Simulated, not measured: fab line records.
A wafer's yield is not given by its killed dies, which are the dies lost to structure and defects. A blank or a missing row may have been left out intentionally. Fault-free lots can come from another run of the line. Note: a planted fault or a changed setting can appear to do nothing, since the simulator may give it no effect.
Comparing a struck lot with a sound one    flow berkeley_cmos170    23 steps out of a route of 331
Sound: these wafers, L865.3, L865.4, L865.6. Wafers L868.2, L868.3, L868.6 were the ones struck. At the end, the cause is stated.
At each step with rows: each side's tool, then ch and its chambers, then its first start. Under that, the readings that differ: sound wafers    struck wafers    difference of the means    sigmas: that difference in standard deviations of wafers without a fault.
alike: a reading whose means differ by less than 2 such deviations, as well as words and numbers matching on both sides. not compared: withheld readings; readings where some wafer has no value; bounds like >300 that might hide an equal value; numbers whose values overlap and for which the record gives no deviation.
A row with sigmas, a row that says differs or no value, or rows on one side alone: a step with any of these is where the two part. Non-overlapping numbers with no deviation appear without sigmas and do not part them. A reading missing from all wafers of one side parts the sides only when that side holds two or more wafers.

first, 6 steps without rows for these wafers: UCB170_ZERO_HMDS_00 (prime time 60 s); UCB170_ZERO_COAT_01 (resist thk 900 nm); UCB170_ZERO_SOFTBAKE_02 (time 60 s); UCB170_ZERO_EXPOSE_03 (exposes mask PM MARKS, target cd 4000 nm); UCB170_ZERO_PEB_04; UCB170_ZERO_DEVELOP_05 (develop time 45 s).
UCB170_ZERO_ETCH_06: etches SiO2 in CHF3/CF4/Ar, time 12 s.
  sound on rie_diel-03 ch 0,3, day 2 11:17; struck on rie_diel-04 ch 1,2,3, day 3 03:28
  alike: drypump_motor_current_A, oes_product_au, throttle_valve_pct
  not compared: rf_hours_counter_h
UCB170_ZERO_STRIP_07: strips in O2.
  sound on plasma_asher-02 ch 0,1, day 2 11:20; struck on plasma_asher-03 ch 1, day 3 03:29
  alike: drypump_motor_current_A, oes_product_au, strip_time_to_endpoint_s
  not compared: rf_hours_counter_h
then, 2 steps without rows for these wafers: UCB170_NWELL_WET_ETCH_00 (etches SiO2 in dHF, time 200 s); UCB170_NWELL_OXIDATION_01 (target thk 26.4 nm, ox time 1260 s).
UCB170_NWELL_THK_MEAS_02:
  sound on film_metro-02 at day 2 17:03; struck on film_metro-01 at day 3 07:26
reading               sound           struck          difference  sigmas
NWELL_OXIDE_THK (nm)  25.9 25.7 25.9  26.6 27.3 26.6  +1.0        +2
then, 1 step without rows for these wafers: UCB170_NWELL_ANNEAL_03 (time 900 s).
UCB170_NWELL_CVD_04: deposits Si3N4 from SiH2Cl2/NH3, target thk 224 nm, time 3360 s.
  sound on lpcvd-01 ch 0, day 2 19:50; struck on lpcvd-01 ch 1, day 3 14:51
reading                                  sound              struck             difference  sigmas
spike_tc_centre_C (C)                    803.0 802.2 802.6  857.1 856.6 856.5  +54.1       +36
spike_tc_load_C (C)                      820.4 823.1 821.3  873.9 875.5 874.4  +53.0       +21
spike_tc_source_C (C)                    821.8 820.0 821.2  878.5 878.8 877.3  +57.2       +22
susceptor_temp_C (C)                     800.6 800.3 800.1  851.2 851.0 852.1  +51.1       +99 or more
zone_power_centre_pct (%)                34.9 34.4 34.6     41.2 40.3 40.8     +6.1        +2
zone_power_load_pct (%)                  17.8 17.8 18.1     23.0 23.2 23.0     +5.2        +6
zone_power_source_pct (%)                19.0 19.0 19.1     23.7 23.7 24.1     +4.8        +3
model.Si3N4_of_NWELL_CVD_04.thk_nm (nm)  223.4 224.9 224.3  378.4 377.4 380.8  +154.7      
UCB170_NWELL_THK_MEAS_05:
  sound on film_metro-02 at day 2 21:50; struck on film_metro-01 at day 3 16:47
reading                 sound              struck             difference  sigmas
NWELL_NITRIDE_THK (nm)  223.5 224.7 224.3  378.5 377.0 380.7  +154.6      +59
then, 6 steps without rows for these wafers: UCB170_NWELL_HMDS_06 (prime time 60 s); UCB170_NWELL_COAT_07 (resist thk 900 nm); UCB170_NWELL_SOFTBAKE_08 (time 60 s); UCB170_NWELL_EXPOSE_09 (exposes mask NWELL, target cd 3000 nm); UCB170_NWELL_PEB_10; UCB170_NWELL_DEVELOP_11 (develop time 45 s).
UCB170_NWELL_OVL_MEAS_12:
  sound on overlay-01 at day 2 23:25; struck on overlay-02 at day 3 17:55
  alike: NWELL_OVL
UCB170_NWELL_ETCH_13: etches Si3N4 in CH3F/Ar/O2, stops on SiO2, target depth 246.4 nm, time 154 s.
  sound on rie_diel-01 ch 1,2,3, day 2 23:26; struck on rie_diel-02 ch 1,2, day 3 17:56
reading                   sound              struck             difference  sigmas
oes_product_au (a.u.)     0.912 0.947 0.942  1.003 1.006 1.010  +0.073      +5
model.etch.depth_nm (nm)  223.4 224.9 224.3  248.8 250.9 250.7  +25.9       
  alike: drypump_motor_current_A, throttle_valve_pct
  not compared: rf_hours_counter_h
after that, 1 step had no rows for these wafers: UCB170_NWELL_IMPLANT_14.

== WHERE THEY PART ==
At UCB170_NWELL_THK_MEAS_02 first; at UCB170_NWELL_ETCH_13 last (within this record only).

WHY: the cause the simulator had injected
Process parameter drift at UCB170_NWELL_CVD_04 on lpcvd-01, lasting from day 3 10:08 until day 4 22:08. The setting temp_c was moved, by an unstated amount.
